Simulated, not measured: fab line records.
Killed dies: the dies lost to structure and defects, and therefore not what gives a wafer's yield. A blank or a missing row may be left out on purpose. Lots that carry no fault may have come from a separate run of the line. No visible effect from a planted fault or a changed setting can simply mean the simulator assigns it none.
What tool caused it? -- flow berkeleyCmos170 -- 42 wafers from 14 lots sampled at 4 of the route's 331 steps

## WHAT EACH GAUGE READ, for each wafer
UCB170_PLDD_CD_MEAS_06: the cd target is 1200 nm. Usual: 1199.9 nm for cdNm, sd 1.3.
lot,measured,on,cdNm (nm),flag
L273,day 7 03:08,cdSem-02,1200.7 1200.6 1200.3,
L274,day 7 04:07,cdSem-01,1199.5 1199.7 1201.5,
L276,day 8 00:18,cdSem-01,1200.4 1198.8 1199.6,
L277,day 8 00:41,cdSem-01,1199.3 1198.0 1198.0,
L280,day 8 07:57,cdSem-02,1200.0 1200.1 1200.1,
L278,day 8 07:10,cdSem-01,1201.7 1201.9 1200.6,
L281,day 9 01:40,cdSem-01,1201.5 1200.5 1200.9,
L283,day 9 15:56,cdSem-02,1199.2 1197.4 1199.4,
L284,day 9 15:51,cdSem-02,1200.9 1200.5 1201.3,
L285,day 9 16:10,cdSem-01,1199.9 1199.0 1198.6,
L286,day 9 19:46,cdSem-02,1198.5 1198.9 1198.2,
L287,day 10 11:34,cdSem-01,1202.0 1202.2 1201.1,
L290,day 11 08:47,cdSem-02,1198.2 1199.0 1199.0,
L293,day 11 16:43,cdSem-01,1198.4 1199.9 1197.5,

UCB170_CONTACT_OVL_MEAS_16. Usual: for CONTACT_OVL the level is 2 nm and the standard deviation is 5.3.
lot,measured,on,CONTACT_OVL (nm),flag
L273,day 8 04:46,overlay-02,4 6 8,
L274,day 8 05:02,overlay-01,3 -2 1,
L276,day 8 17:38,overlay-01,9 8 11,
L277,day 8 18:42,overlay-02,6 5 4,
L280,day 9 06:47,overlay-02,-4 -9 -4,
L278,day 9 07:37,overlay-01,6 6 4,
L281,day 9 22:02,overlay-02,5 11 8,
L283,day 10 16:48,overlay-02,-6 -5 4,
L284,day 10 16:32,overlay-01,8 8 4,
L285,day 10 17:15,overlay-01,2 2 -6,
L286,day 10 17:00,overlay-02,-7 -5 -8,
L287,day 11 14:44,overlay-01,-4 2 4,
L290,day 12 03:29,overlay-01,-2 -5 -4,
L293,day 12 13:47,overlay-01,12 0 5,

UCB170_V2_CD_MEAS_12: the cd target is 700 nm. Usual: 700.3 nm for cdNm, sd 1.2.
lot,measured,on,cdNm (nm),flag
L273,day 8 23:23,cdSem-01,699.5 700.7 699.9,
L274,day 8 23:39,cdSem-02,699.9 699.8 700.9,
L276,day 9 10:42,cdSem-02,698.2 699.1 699.2,
L277,day 9 11:26,cdSem-02,699.5 700.1 699.2,
L280,day 9 21:28,cdSem-01,702.8 700.3 701.9,
L278,day 9 21:43,cdSem-01,701.2 703.0 703.4,
L281,day 10 15:26,cdSem-02,700.9 702.4 700.7,
L283,day 11 08:29,cdSem-02,699.6 698.9 699.7,
L284,day 11 04:38,cdSem-01,700.7 699.7 698.8,
L285,day 11 08:59,cdSem-02,699.4 700.3 699.1,
L286,day 11 09:04,cdSem-02,700.6 700.4 698.7,
L287,day 12 03:14,cdSem-02,700.4 699.3 699.9,
L290,day 12 15:36,cdSem-01,698.8 699.5 699.1,
L293,day 13 00:21,cdSem-01,700.3 701.5 698.8,

## EACH LOT AND THE TOOL THAT RAN IT (in order: tool; ch and the chambers of the sampled wafers; start)
lot,UCB170_PVT_HMDS_00
L273,"lithoTrack-01 ch 0, day 6 09:29"
L274,"lithoTrack-01 ch 0, day 6 09:55"
L276,"lithoTrack-03 ch 0, day 7 01:29"
L277,"lithoTrack-04 ch 0, day 7 06:32"
L280,"lithoTrack-03 ch 0, day 7 11:10"
L278,"lithoTrack-04 ch 0, day 7 11:19"
L281,"lithoTrack-03 ch 0, day 8 06:01"
L283,"lithoTrack-04 ch 0, day 8 21:12"
L284,"lithoTrack-01 ch 0, day 8 22:28"
L285,"lithoTrack-04 ch 0, day 8 22:42"
L286,"lithoTrack-03 ch 0, day 9 03:58"
L287,"lithoTrack-04 ch 0, day 9 15:56"
L290,"lithoTrack-04 ch 0, day 10 10:04"
L293,"lithoTrack-04 ch 0, day 11 03:35"
- UCB170_PVT_HMDS_00: prime time 60 s.

## WHAT THE TOOLS THEMSELVES READ (means of the sampled wafers that have a number; where no wafer has one, the mark that the record gives instead)
UCB170_PVT_HMDS_00. Usual: exhaustPa 44.9 Pa, standard deviation 0.95; primeTempC 99.98 C, standard deviation 0.13.
lot,tool,exhaustPa (Pa),primeTempC (C),flag
L273,lithoTrack-01,45.3,100.06,
L274,lithoTrack-01,45.8,100.06,
L276,lithoTrack-03,45.1,99.88,
L277,lithoTrack-04,44.3,100.17,
L280,lithoTrack-03,46.0,99.82,
L278,lithoTrack-04,44.2,100.17,
L281,lithoTrack-03,44.7,99.97,
L283,lithoTrack-04,43.5,100.00,
L284,lithoTrack-01,44.8,100.09,
L285,lithoTrack-04,44.4,100.06,
L286,lithoTrack-03,45.7,99.78,
L287,lithoTrack-04,44.6,100.17,
L290,lithoTrack-04,46.0,104.90,OFF
L293,lithoTrack-04,43.3,104.80,OFF

## THE ANSWER, worked out from the rows above alone
Rule: a lot counts as off when the mean over its wafers that have a number is more than 3 standard deviations away from the usual mean. Also off: a lot with no number at a reading for which 4 or more lots have one. Any other lot the step has rows for is counted as sound. Order of review: gauges by route order, followed by the tools' own readings, for which a lot's mean as printed above is used. The first step at which some lot is off is used, and at that step the reading that is off furthest; a lot without a number counts as furthest.
Off: L290, L293 (UCB170_PVT_HMDS_00, primeTempC).
If a tool, at that step or one of the process steps before it, ran each lot that is off and ran no sound lot following the first of them, it fits. One candidate fits, namely lithoTrack-04 at UCB170_PVT_HMDS_00. A fault onset in the window from L287 (day 9 15:56, its last sound lot) to L290 (day 10 10:04, its first lot off) fits.
The tool's own readings at UCB170_PVT_HMDS_00 bear it out: on the lots that are off they differ by more than 5 times the standard deviation of the sound lots' means. primeTempC reads 104.85 C there against 100.02 C on the sound lots.

## WHAT HAD BEEN PUT IN BY THE SIMULATOR
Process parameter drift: lithoTrack-04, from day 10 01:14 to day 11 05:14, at UCB170_PVT_HMDS_00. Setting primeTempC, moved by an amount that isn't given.
Shown lots that were struck: L290, L293. The rule above found the same.
